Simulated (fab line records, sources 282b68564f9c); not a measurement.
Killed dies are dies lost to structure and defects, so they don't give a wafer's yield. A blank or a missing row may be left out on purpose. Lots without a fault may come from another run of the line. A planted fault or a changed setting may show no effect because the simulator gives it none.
Split-lot experiment | flow rit_cmos | 5 lots, 23 wafers read, on a route of 202 steps

THE SPLIT
At RIT_FOX1_OXIDATION_00 (target thk 350.7 nm, ox time 1130 s), the setting ox_time_s was moved away from the recipe's 1130 s on 15 of the 23 wafers read, by -10.3% to +13.2%. The other wafers ran this setting at the recipe's value.

The file shows no step between the split and the reading.

THE READING
FOX1_OXIDE_THK, in nm, at RIT_FOX1_THK_MEAS_01. Fault-free wafers of this fab line usually give 348 nm, standard deviation 8.4 nm.

wafer  | tool, chamber at the split | ox_time_s as run, s | against the recipe | FOX1_OXIDE_THK, nm | against lot-mates on the recipe
L075.2 | furnace-04, 0              | 1130                | recipe             | 362                | -
L075.3 | furnace-04, 0              | 1130                | recipe             | 351                | -
L075.5 | furnace-04, 0              | 1130                | recipe             | 357                | -
L076.1 | -, -                       | 1014                | -10.3%             | 321                | no lot-mate on the recipe
L076.2 | -, -                       | 1014                | -10.3%             | 320                | no lot-mate on the recipe
L076.4 | -, -                       | 1014                | -10.3%             | 320                | no lot-mate on the recipe
L076.5 | -, -                       | 1014                | -10.3%             | 317                | no lot-mate on the recipe
L076.6 | -, -                       | 1014                | -10.3%             | 322                | no lot-mate on the recipe
L077.1 | -, -                       | 1230                | +8.8%              | 359                | no lot-mate on the recipe
L077.2 | -, -                       | 1230                | +8.8%              | 362                | no lot-mate on the recipe
L077.3 | -, -                       | 1230                | +8.8%              | 362                | no lot-mate on the recipe
L077.4 | -, -                       | 1230                | +8.8%              | 362                | no lot-mate on the recipe
L077.5 | -, -                       | 1230                | +8.8%              | 360                | no lot-mate on the recipe
L078.1 | -, -                       | 1130                | recipe             | 347                | -
L078.3 | -, -                       | 1130                | recipe             | 338                | -
L078.4 | -, -                       | 1130                | recipe             | 341                | -
L078.5 | -, -                       | 1130                | recipe             | 339                | -
L078.6 | -, -                       | 1130                | recipe             | 337                | -
L084.1 | -, -                       | 1279                | +13.2%             | 391                | no lot-mate on the recipe
L084.3 | -, -                       | 1279                | +13.2%             | 388                | no lot-mate on the recipe
L084.4 | -, -                       | 1279                | +13.2%             | 385                | no lot-mate on the recipe
L084.5 | -, -                       | 1279                | +13.2%             | 384                | no lot-mate on the recipe
L084.6 | -, -                       | 1279                | +13.2%             | 385                | no lot-mate on the recipe

THE FIT
A straight line over all 23 wafers: FOX1_OXIDE_THK changes by +2.62 nm for each +1% of ox_time_s; r = +0.95; the points scatter about the line by 7.6 nm.
Too few moved wafers have a lot-mate on the recipe to fit a line with each lot's own level taken away.

THE WHOLE CHAIN: every reading that the file lists as answering this split, in the file's order
step                  | what it does                        | reading                                                                           | change (the file's fit)              | r (the file's)
RIT_FOX1_OXIDATION_00 | target thk 350.7 nm, ox time 1130 s | SiO2_of_FOX1_OXIDATION_00.thk_nm (the simulator's own value, which no gauge read) | +2.63 nm for each +1% of the setting | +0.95
RIT_FOX1_THK_MEAS_01  |                                     | FOX1_OXIDE_THK                                                                    | +2.62 for each +1% of the setting    | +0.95

THE FILE'S OWN FIT
FOX1_OXIDE_THK changes by +2.62 nm for each +1% of ox_time_s, r = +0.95.
